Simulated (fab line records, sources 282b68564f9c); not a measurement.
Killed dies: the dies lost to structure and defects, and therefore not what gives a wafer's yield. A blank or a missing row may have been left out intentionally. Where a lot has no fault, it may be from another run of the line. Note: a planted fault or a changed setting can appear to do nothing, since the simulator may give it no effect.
What tool caused it?    flow rit cmos    36 wafers from 12 lots sampled at 5 of the route's 202 steps

WHAT EACH GAUGE READ, for each wafer
RIT_ACTIVE_BOW_MEAS_00.
lot   measured     on             INCOMING_BOW (um)
L374  day 1 10:01  film metro-02  -14 -9 -4
L375  day 1 15:01  film metro-04  9 14 2
L376  day 1 20:01  film metro-04  -3 -2 -9
L377  day 2 01:00  film metro-04  1 -12 -1
L378  day 2 06:00  film metro-04  5 0 10
L380  day 2 16:00  film metro-01  5 8 -4
L384  day 3 12:00  film metro-02  -5 -4 -7
L386  day 3 22:01  film metro-02  -26 5 -5
L388  day 4 08:00  film metro-01  -7 -1 7
L392  day 5 04:00  film metro-01  -9 -7 5
L393  day 5 09:00  film metro-04  -4 18 16
L396  day 6 00:01  film metro-02  -11 -1 0

RIT_NWELL_TW_MEAS_10.
lot   measured     on             NWELL_TW
L374  day 1 20:58  film metro-03  2145 2146 2147
L375  day 2 02:21  film metro-01  2170 2179 2184
L376  day 2 07:40  film metro-01  2170 2178 2189
L377  day 2 12:11  film metro-01  2173 2187 2170
L378  day 2 17:14  film metro-01  2177 2181 2175
L380  day 3 02:47  film metro-04  2164 2155 2172
L384  day 4 00:26  film metro-01  2178 2172 2181
L386  day 4 10:03  film metro-03  2143 2149 2149
L388  day 4 20:33  film metro-01  2175 2170 2181
L392  day 5 19:28  film metro-04  2176 2183 2181
L393  day 6 02:29  film metro-04  2153 2155 2150
L396  day 6 14:44  film metro-04  2158 2157 2166

RIT_PWELL_OVL_MEAS_06.
lot   measured     on          PWELL_OVL (nm)
L374  day 1 21:56  overlay-01  0.6 0.6 -0.9
L375  day 2 03:29  overlay-01  2.5 1.2 1.6
L376  day 2 08:44  overlay-01  -1.6 -1.3 0.8
L377  day 2 13:07  overlay-01  419.6 419.0 418.2
L378  day 2 18:25  overlay-01  1.2 0.2 0.3
L380  day 3 03:52  overlay-01  419.0 420.8 419.1
L384  day 4 01:29  overlay-01  420.0 417.9 419.3
L386  day 4 11:03  overlay-02  2.0 2.2 1.1
L388  day 4 21:37  overlay-01  1.9 1.1 0.0
L392  day 5 20:32  overlay-01  2.9 1.9 1.7
L393  day 6 03:26  overlay-01  -1.5 -1.0 0.3
L396  day 6 15:48  overlay-01  3.0 0.6 2.7

RIT_FOX2_THK_MEAS_91.
lot   measured     on             FIELD_OXIDE_LEFT_2_THK (nm)
L374  day 2 07:44  film metro-03  249 252 264
L375  day 2 13:22  film metro-03  261 266 264
L376  day 2 18:38  film metro-03  253 251 252
L377  day 2 23:35  film metro-03  261 259 254
L378  day 3 04:04  film metro-03  257 255 252
L380  day 3 13:56  film metro-01  259 256 258
L384  day 4 11:35  film metro-03  245 238 236
L386  day 4 21:42  film metro-03  239 242 237
L388  day 5 07:59  film metro-03  254 252 260
L392  day 6 08:25  film metro-02  269 267 270
L393  day 6 13:24  film metro-02  261 256 260
L396  day 7 02:10  film metro-03  251 250 254

WHAT TOOL EACH LOT RAN ON (gives the tool, then ch and the chambers of the sampled wafers, and finally the start)
lot   RIT_PWELL_EXPOSE_03
L374  iline stepper-02 ch 0, day 1 21:29
L375  iline stepper-01 ch 0, day 2 03:04
L376  iline stepper-02 ch 0, day 2 08:19
L377  iline stepper-02 ch 0, day 2 12:41
L378  iline stepper-01 ch 0, day 2 17:59
L380  iline stepper-02 ch 0, day 3 03:26
L384  iline stepper-02 ch 0, day 4 01:04
L386  iline stepper-01 ch 0, day 4 10:38
L388  iline stepper-01 ch 0, day 4 21:11
L392  iline stepper-01 ch 0, day 5 20:07
L393  iline stepper-01 ch 0, day 6 03:00
L396  iline stepper-01 ch 0, day 6 15:23
- RIT_PWELL_EXPOSE_03: exposes mask M3, target cd 43700 nm.

WHAT THE TOOLS THEMSELVES READ (means of the sampled wafers that have a number; where no wafer has one, the mark that the record gives instead)
The record holds no such reading with a usual standard deviation.

THE ANSWER, worked out from the rows above alone
Rule: the usual values come from the lots themselves. Put in order of their means at a reading, lots are off if they are a third of the lots or fewer, leave a main group of 4 or more, and stand apart from it by a gap of 3 or more times the standard deviation of the main group's means; of several such gaps the widest counts. Not used: any main group whose means are identical at the precision the tables above print for the reading. Also off: a lot with no number at a reading for which 4 or more lots have one. All remaining lots with rows at the step are treated as sound. The gauges are gone through in route order, then the tools' own readings, and for those a lot's mean is taken as printed above. At the first step where some lot is off, the reading lying furthest off is the one used; lots without a number count as furthest.
Off: L377, L380, L384, at RIT_PWELL_OVL_MEAS_06 (PWELL_OVL). Main group: mean 0.9 nm, sd 1.1.
A tool fits if, at a process step before that reading, it ran every lot that is off, and no sound lot after the first of them. Those tools and the gauges at RIT_PWELL_OVL_MEAS_06 are tried in the same way. One fits: iline stepper-02 at RIT_PWELL_EXPOSE_03. Its last sound lot is L376 (day 2 08:19), its first lot that is off L377 (day 2 12:41): a fault that began between those two fits.

WHAT THE SIMULATOR HAD PUT IN
Scanner matching overlay: iline stepper-02, from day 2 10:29 on, at RIT_PWELL_EXPOSE_03. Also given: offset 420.
Shown lots that were struck: L377, L380, L384. This agrees with what the rule above found.
